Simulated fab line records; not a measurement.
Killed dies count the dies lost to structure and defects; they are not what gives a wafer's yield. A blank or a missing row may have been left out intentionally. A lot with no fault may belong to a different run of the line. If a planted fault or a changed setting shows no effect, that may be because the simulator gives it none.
Which tool is to blame? + flow berkeleyCmos170 + 14 lots, 42 wafers sampled, at 7 steps of a route of 331

## WHAT THE GAUGES SHOWED, per wafer
UCB170_PSD_TW_MEAS_10.
| lot  | measured     | on           | PSD_TW         |
|------|--------------|--------------|----------------|
| L419 | day 8 01:55  | filmMetro-02 | 2323 2313 2327 |
| L418 | day 8 02:29  | filmMetro-02 | 2312 2329 2324 |
| L420 | day 8 08:26  | filmMetro-02 | 2329 2306 2333 |
| L422 | day 8 07:46  | filmMetro-03 | 2301 2284 2294 |
| L424 | day 8 19:51  | filmMetro-02 | 2313 2318 2305 |
| L425 | day 8 19:35  | filmMetro-03 | 2293 2288 2291 |
| L423 | day 8 19:28  | filmMetro-01 | 2342 2331 2347 |
| L427 | day 10 10:19 | filmMetro-03 | 2034 2049 2042 |
| L430 | day 10 04:25 | filmMetro-03 | 2293 2299 2276 |
| L436 | day 11 00:23 | filmMetro-03 | 2293 2293 2295 |
| L433 | day 11 00:37 | filmMetro-02 | 2076 2063 2074 |
| L438 | day 10 23:53 | filmMetro-03 | 2284 2294 2272 |
| L435 | day 11 13:16 | filmMetro-01 | 2323 2335 2332 |
| L440 | day 11 20:25 | filmMetro-03 | 2291 2289 2288 |

UCB170_NSD_OVL_MEAS_07.
| lot  | measured     | on         | NSD_OVL (nm) |
|------|--------------|------------|--------------|
| L419 | day 8 06:22  | overlay-01 | -1 13 10     |
| L418 | day 8 07:12  | overlay-01 | 1 -4 -5      |
| L420 | day 8 11:11  | overlay-02 | 5 -8 9       |
| L422 | day 8 10:26  | overlay-01 | 4 -2 3       |
| L424 | day 8 22:34  | overlay-01 | 4 5 4        |
| L425 | day 8 22:52  | overlay-02 | 3 6 6        |
| L423 | day 8 22:14  | overlay-02 | 4 1 -6       |
| L427 | day 10 12:33 | overlay-02 | 2 8 5        |
| L430 | day 10 11:31 | overlay-01 | 6 6 1        |
| L436 | day 11 04:31 | overlay-01 | -1 -8 3      |
| L433 | day 11 04:31 | overlay-02 | 5 0 -4       |
| L438 | day 11 03:47 | overlay-01 | -7 -11 3     |
| L435 | day 11 15:43 | overlay-01 | 7 1 -1       |
| L440 | day 11 21:49 | overlay-02 | 13 13 9      |

UCB170_SDANNEAL_RS_MEAS_02: the measuring method here is four-point-probe.
| lot  | measured     | on           | PSD_RS (ohm/sq) |
|------|--------------|--------------|-----------------|
| L419 | day 8 08:55  | filmMetro-03 | 75.6 75.4 75.4  |
| L418 | day 8 09:33  | filmMetro-03 | 75.3 75.5 75.6  |
| L420 | day 8 12:56  | filmMetro-03 | 75.2 75.6 75.3  |
| L422 | day 8 12:02  | filmMetro-02 | 75.9 75.9 75.4  |
| L424 | day 9 00:41  | filmMetro-03 | 75.4 75.4 75.4  |
| L425 | day 9 00:58  | filmMetro-01 | 75.5 75.7 75.7  |
| L423 | day 9 00:15  | filmMetro-01 | 75.4 75.5 75.5  |
| L427 | day 10 14:29 | filmMetro-03 | 97.2 97.0 96.5  |
| L430 | day 10 13:33 | filmMetro-02 | 75.5 76.0 75.9  |
| L436 | day 11 06:50 | filmMetro-01 | 75.5 75.8 75.8  |
| L433 | day 11 07:08 | filmMetro-02 | 96.5 96.6 96.8  |
| L438 | day 11 06:14 | filmMetro-02 | 75.5 75.3 75.5  |
| L435 | day 11 17:25 | filmMetro-03 | 75.8 75.3 75.7  |
| L440 | day 11 23:36 | filmMetro-02 | 75.7 76.0 75.8  |

## WHAT TOOL EACH LOT RAN ON (gives the tool, then ch and the chambers of the sampled wafers, and finally the start)
| lot  | UCB170_ACTIVE_STRIP_16             | UCB170_PFIELD_STRIP_08             | UCB170_PSD_IMPLANT_08           | UCB170_PSD_STRIP_09                 |
|------|------------------------------------|------------------------------------|---------------------------------|-------------------------------------|
| L419 | plasmaAsher-03 ch 0,1, day 5 01:56 | plasmaAsher-04 ch 1, day 5 03:52   | implanter-01 ch 0, day 8 01:41  | plasmaAsher-04 ch 0,1, day 8 01:48  |
| L418 | plasmaAsher-02 ch 0,1, day 5 02:16 | plasmaAsher-03 ch 0,1, day 5 04:08 | implanter-01 ch 0, day 8 02:14  | plasmaAsher-04 ch 0,1, day 8 02:23  |
| L420 | plasmaAsher-02 ch 0,1, day 5 17:10 | plasmaAsher-03 ch 0,1, day 5 20:43 | implanter-01 ch 0, day 8 08:13  | plasmaAsher-01 ch 0,1, day 8 08:21  |
| L422 | plasmaAsher-01 ch 0,1, day 5 17:15 | plasmaAsher-02 ch 0,1, day 5 21:18 | implanter-03 ch 0, day 8 07:31  | plasmaAsher-01 ch 0,1, day 8 07:40  |
| L424 | plasmaAsher-02 ch 0,1, day 6 00:25 | plasmaAsher-04 ch 0,1, day 6 05:01 | implanter-01 ch 0, day 8 19:36  | plasmaAsher-04 ch 0,1, day 8 19:45  |
| L425 | plasmaAsher-01 ch 0,1, day 6 01:01 | plasmaAsher-02 ch 0,1, day 6 05:22 | implanter-02 ch 0, day 8 19:20  | plasmaAsher-01 ch 0,1, day 8 19:29  |
| L423 | plasmaAsher-03 ch 0,1, day 6 01:12 | plasmaAsher-03 ch 0,1, day 6 05:08 | implanter-03 ch 0, day 8 19:14  | plasmaAsher-03 ch 1, day 8 19:22    |
| L427 | plasmaAsher-03 ch 0,1, day 7 07:40 | plasmaAsher-04 ch 0,1, day 7 11:36 | implanter-03 ch 0, day 10 10:05 | plasmaAsher-03 ch 0,1, day 10 10:13 |
| L430 | plasmaAsher-03 ch 0,1, day 7 07:53 | plasmaAsher-03 ch 0,1, day 7 12:17 | implanter-02 ch 0, day 10 04:10 | plasmaAsher-04 ch 0,1, day 10 04:19 |
| L436 | plasmaAsher-01 ch 0,1, day 8 02:34 | plasmaAsher-03 ch 0,1, day 8 07:13 | implanter-02 ch 0, day 11 00:08 | plasmaAsher-04 ch 0,1, day 11 00:17 |
| L433 | plasmaAsher-03 ch 0,1, day 8 02:47 | plasmaAsher-04 ch 0,1, day 8 07:26 | implanter-03 ch 0, day 11 00:23 | plasmaAsher-03 ch 0,1, day 11 00:30 |
| L438 | plasmaAsher-02 ch 0,1, day 8 03:01 | plasmaAsher-03 ch 0,1, day 8 07:39 | implanter-01 ch 0, day 10 23:38 | plasmaAsher-01 ch 0,1, day 10 23:46 |
| L435 | plasmaAsher-03 ch 0,1, day 8 13:23 | plasmaAsher-02 ch 0,1, day 8 15:08 | implanter-02 ch 0, day 11 13:01 | plasmaAsher-01 ch 0,1, day 11 13:10 |
| L440 | plasmaAsher-03 ch 0,1, day 9 00:05 | plasmaAsher-04 ch 1, day 9 03:22   | implanter-01 ch 0, day 11 20:11 | plasmaAsher-01 ch 0, day 11 20:18   |
- UCB170_ACTIVE_STRIP_16: strips in O2.
- UCB170_PFIELD_STRIP_08: strips in O2.
- UCB170_PSD_IMPLANT_08
- UCB170_PSD_STRIP_09: strips in O2.

## AS READ BY THE TOOLS THEMSELVES (means over the sampled wafers that have a number; for cases with no such wafer, the mark the record gives instead)
UCB170_ACTIVE_STRIP_16.
| lot  | tool           | drypumpMotorCurrentA (A) | oesProductAu (a.u.) | stripTimeToEndpointS (s) |
|------|----------------|--------------------------|---------------------|--------------------------|
| L419 | plasmaAsher-03 | 5.8                      | 0.719               | 18.10                    |
| L418 | plasmaAsher-02 | 6.2                      | 0.721               | 18.05                    |
| L420 | plasmaAsher-02 | 5.9                      | 0.721               | 18.16                    |
| L422 | plasmaAsher-01 | 5.5                      | 0.721               | 18.12                    |
| L424 | plasmaAsher-02 | 5.9                      | 0.724               | 18.12                    |
| L425 | plasmaAsher-01 | 5.5                      | 0.719               | 18.18                    |
| L423 | plasmaAsher-03 | 6.2                      | 0.719               | 17.96                    |
| L427 | plasmaAsher-03 | 6.2                      | 0.721               | 18.01                    |
| L430 | plasmaAsher-03 | 6.2                      | 0.725               | 18.07                    |
| L436 | plasmaAsher-01 | 5.5                      | 0.721               | 18.07                    |
| L433 | plasmaAsher-03 | 6.2                      | 0.718               | 18.02                    |
| L438 | plasmaAsher-02 | 5.9                      | 0.727               | 18.19                    |
| L435 | plasmaAsher-03 | 6.2                      | 0.723               | 18.22                    |
| L440 | plasmaAsher-03 | 6.2                      | 0.727               | 18.17                    |

UCB170_PFIELD_STRIP_08.
| lot  | tool           | drypumpMotorCurrentA (A) | oesProductAu (a.u.) | stripTimeToEndpointS (s) |
|------|----------------|--------------------------|---------------------|--------------------------|
| L419 | plasmaAsher-04 | 6.8                      | 0.736               | 21.68                    |
| L418 | plasmaAsher-03 | 5.8                      | 0.733               | 21.57                    |
| L420 | plasmaAsher-03 | 6.2                      | 0.735               | 21.52                    |
| L422 | plasmaAsher-02 | 5.9                      | 0.735               | 21.62                    |
| L424 | plasmaAsher-04 | 5.6                      | 0.729               | 21.62                    |
| L425 | plasmaAsher-02 | 5.9                      | 0.734               | 21.61                    |
| L423 | plasmaAsher-03 | 5.7                      | 0.734               | 21.75                    |
| L427 | plasmaAsher-04 | 6.2                      | 0.734               | 21.66                    |
| L430 | plasmaAsher-03 | 6.2                      | 0.732               | 21.65                    |
| L436 | plasmaAsher-03 | 6.2                      | 0.738               | 21.62                    |
| L433 | plasmaAsher-04 | 5.6                      | 0.730               | 21.77                    |
| L438 | plasmaAsher-03 | 5.8                      | 0.734               | 21.62                    |
| L435 | plasmaAsher-02 | 6.2                      | 0.735               | 21.63                    |
| L440 | plasmaAsher-04 | 6.7                      | 0.732               | 21.67                    |

UCB170_PSD_IMPLANT_08.
| lot  | tool         | doseIonsCm2 | endStationPressureTorr (Torr) | faradayCurrentUA |
|------|--------------|-------------|-------------------------------|------------------|
| L419 | implanter-01 | 2.998e+15   | 1.29e-05                      | 9137             |
| L418 | implanter-01 | 3.004e+15   | 1.29e-05                      | 9461             |
| L420 | implanter-01 | 3.000e+15   | 1.25e-05                      | 9349             |
| L422 | implanter-03 | 2.996e+15   | 1.24e-05                      | 9231             |
| L424 | implanter-01 | 3.002e+15   | 1.25e-05                      | 9111             |
| L425 | implanter-02 | 2.994e+15   | 1.30e-05                      | 9382             |
| L423 | implanter-03 | 2.999e+15   | 1.22e-05                      | 9154             |
| L427 | implanter-03 | 2.098e+15   | 1.03e-05                      | 6521             |
| L430 | implanter-02 | 3.000e+15   | 1.28e-05                      | 9082             |
| L436 | implanter-02 | 2.997e+15   | 1.19e-05                      | 9289             |
| L433 | implanter-03 | 2.100e+15   | 1.06e-05                      | 6523             |
| L438 | implanter-01 | 3.000e+15   | 1.31e-05                      | 9403             |
| L435 | implanter-02 | 2.996e+15   | 1.27e-05                      | 9376             |
| L440 | implanter-01 | 2.997e+15   | 1.30e-05                      | 9469             |

UCB170_PSD_STRIP_09.
| lot  | tool           | drypumpMotorCurrentA (A) | oesProductAu (a.u.) | stripTimeToEndpointS (s) |
|------|----------------|--------------------------|---------------------|--------------------------|
| L419 | plasmaAsher-04 | 5.6                      | 0.598               | 29.39                    |
| L418 | plasmaAsher-04 | 6.2                      | 0.598               | 29.42                    |
| L420 | plasmaAsher-01 | 5.6                      | 0.604               | 29.43                    |
| L422 | plasmaAsher-01 | 5.5                      | 0.603               | 29.42                    |
| L424 | plasmaAsher-04 | 6.2                      | 0.598               | 29.35                    |
| L425 | plasmaAsher-01 | 5.5                      | 0.599               | 29.36                    |
| L423 | plasmaAsher-03 | 6.5                      | 0.596               | 29.43                    |
| L427 | plasmaAsher-03 | 5.7                      | 0.656               | 25.59                    |
| L430 | plasmaAsher-04 | 5.6                      | 0.599               | 29.41                    |
| L436 | plasmaAsher-04 | 5.6                      | 0.600               | 29.30                    |
| L433 | plasmaAsher-03 | 5.8                      | 0.651               | 25.72                    |
| L438 | plasmaAsher-01 | 5.6                      | 0.598               | 29.46                    |
| L435 | plasmaAsher-01 | 5.6                      | 0.602               | 29.35                    |
| L440 | plasmaAsher-01 | 5.6                      | 0.598               | 29.45                    |

## THE ANSWER, worked out from the rows above alone
Rule: what is usual is taken from the lots themselves. Put in order of their means at a reading, lots are off if they are a third of the lots or fewer, leave a main group of 4 or more, and stand apart from it by a gap of 3 or more times the standard deviation of the main group's means; of several such gaps the widest counts. A main group is skipped when, at the precision printed for the reading in the tables above, its means are all equal. Also off: a lot with no number at a reading for which 4 or more lots have one. Where the step has rows for the other lots, those lots are counted as sound. Order of review: gauges by route order, followed by the tools' own readings, for which a lot's mean as printed above is used. At the first step where some lot is off, the reading lying furthest off is the one used; lots without a number count as furthest.
Off: at UCB170_PSD_TW_MEAS_10 (PSD_TW), L427, L433. For the main group the mean is 2307 and the standard deviation 19.
If a tool, at a process step before that reading, ran all the lots that are off and no sound lot after the first of them, it fits. Not tried: the gauges at UCB170_PSD_TW_MEAS_10; whatever is off there is also off at UCB170_PSD_IMPLANT_08, on other tools, and gauge error can't account for it. Undecided on this evidence; 2 tools fit (implanter-03 at UCB170_PSD_IMPLANT_08, plasmaAsher-03 at UCB170_PSD_STRIP_09).

## WHAT THE SIMULATOR HAD INSERTED
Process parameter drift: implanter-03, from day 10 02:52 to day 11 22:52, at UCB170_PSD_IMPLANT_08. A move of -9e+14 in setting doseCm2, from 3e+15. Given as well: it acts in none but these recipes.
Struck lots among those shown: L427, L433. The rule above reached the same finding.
